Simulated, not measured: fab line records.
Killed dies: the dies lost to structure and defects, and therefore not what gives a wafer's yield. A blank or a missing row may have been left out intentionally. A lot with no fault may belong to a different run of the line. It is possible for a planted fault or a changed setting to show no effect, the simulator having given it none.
Problem report in the 8D (eight disciplines) form, filled by code -- flow berkeley_cmos170 -- the parts of the form that need people (team, actions taken, sign-off) are left out

== 1. THE PROBLEM ==
Mean ACTIVE_NITRIDE_THK at UCB170_ACTIVE_THK_MEAS_06: 259.4 nm over 9 wafers in 3 lots; fault-free wafers: 220.8 nm, standard deviation 2. That is +19 standard deviations from the usual mean.
First seen on wafer L838.1, day 7 00:28, on film_metro-03. The record holds 45 wafers of 15 lots with a number at this step. The rule behind "out" and "out of limits": a value lying over 4 standard deviations away from the usual mean. The other wafers with a number count as sound.

== 2. WHAT IT IS, WHAT IT ISN'T ==
question,is,is not
which readings at this step,ACTIVE_NITRIDE_THK,-
which lots,"L838, L839, L840","L828, L829, L831, L832, L833, L834, L835, L836, L837, L841, L842, L845"
which wafers of those lots,all that have a number,-
read on which gauges,"film_metro-02, film_metro-03, film_metro-04",-
when,from day 7 00:28,"up to then (27 sound wafers); but 9 sound wafers of L841, L842, L845 came after"

== 3. WHAT RULES OUT EACH SUSPECT ==
Counting: a tool at a process step up to the reading stays a suspect if it ran every lot that is out and no sound lot after the first of them.
- the gauge at UCB170_ACTIVE_THK_MEAS_06 is ruled out. The wafers that are out were read on 3 gauges (film_metro-02, film_metro-03, film_metro-04).
- lpcvd-01 at UCB170_ACTIVE_CVD_05 (deposits Si3N4 from SiH2Cl2/NH3, target thk 220 nm, time 3300 s): kept. It ran every lot that is out, first L838 (day 6 22:34), and no sound lot after that; its last sound lot up to then is L836 (day 6 03:25). Its own spike_tc_centre_C readings are out on those wafers.
Left after counting: lpcvd-01 at UCB170_ACTIVE_CVD_05.

== 4. THE CAUSE (what the simulator had put in) ==
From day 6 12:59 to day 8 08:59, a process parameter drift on lpcvd-01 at UCB170_ACTIVE_CVD_05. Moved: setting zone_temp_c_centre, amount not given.
Counting left only this tool.

== 5. THE EFFECT CHAIN, in route order ==
One row per reading whose mean, taken over the struck wafers that have a number, lies over 3 standard deviations from the usual. Only readings whose record carries a usual standard deviation are examined. hours: median over the lots of the time between each lot's start at the first step of this table that gives one and its start at this step. sigmas: the change, counted in usual standard deviations.
hours,step,reading,usual,on struck wafers,change,sigmas
0,UCB170_ACTIVE_CVD_05,spike_tc_centre_C,802.4 C,831.3,+28.9,+18
0,UCB170_ACTIVE_CVD_05,zone_power_centre_pct,35 %,46,+11,+3.6
2,UCB170_ACTIVE_THK_MEAS_06,ACTIVE_NITRIDE_THK,220.8 nm,259.4,+38.6,+19
4,UCB170_ACTIVE_ETCH_15,oes_product_au,0.943 a.u.,0.994,+0.051,+3.2
Process steps it contains:
- UCB170_ACTIVE_CVD_05: deposits Si3N4 from SiH2Cl2/NH3, target thk 220 nm, time 3300 s.
- UCB170_ACTIVE_ETCH_15: etches Si3N4 in CH3F/Ar/O2, stops on SiO2, target depth 242 nm, time 151 s.
Later measuring or inspecting steps at which every struck wafer that the step has a row for has a number for every such reading, and none has moved that far: UCB170_M3_BOW_MEAS_20.

== 6. WHAT WOULD HAVE CAUGHT IT SOONER ==
11 hours passed between the start of the fault at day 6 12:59 and the first reading out of limits at a measuring or inspecting step in this record, taken at day 7 00:28.
At UCB170_ACTIVE_CVD_05, the tool's own readings (spike_tc_centre_C) were out on each struck wafer the step has a row for, so an alarm limit on them would have fired on the first such wafer.
Each of the lots that are out, 3 in all, had begun UCB170_ACTIVE_CVD_05 on lpcvd-01 no later than day 7 00:28. None of them would have been spared by holding the tool at that moment.
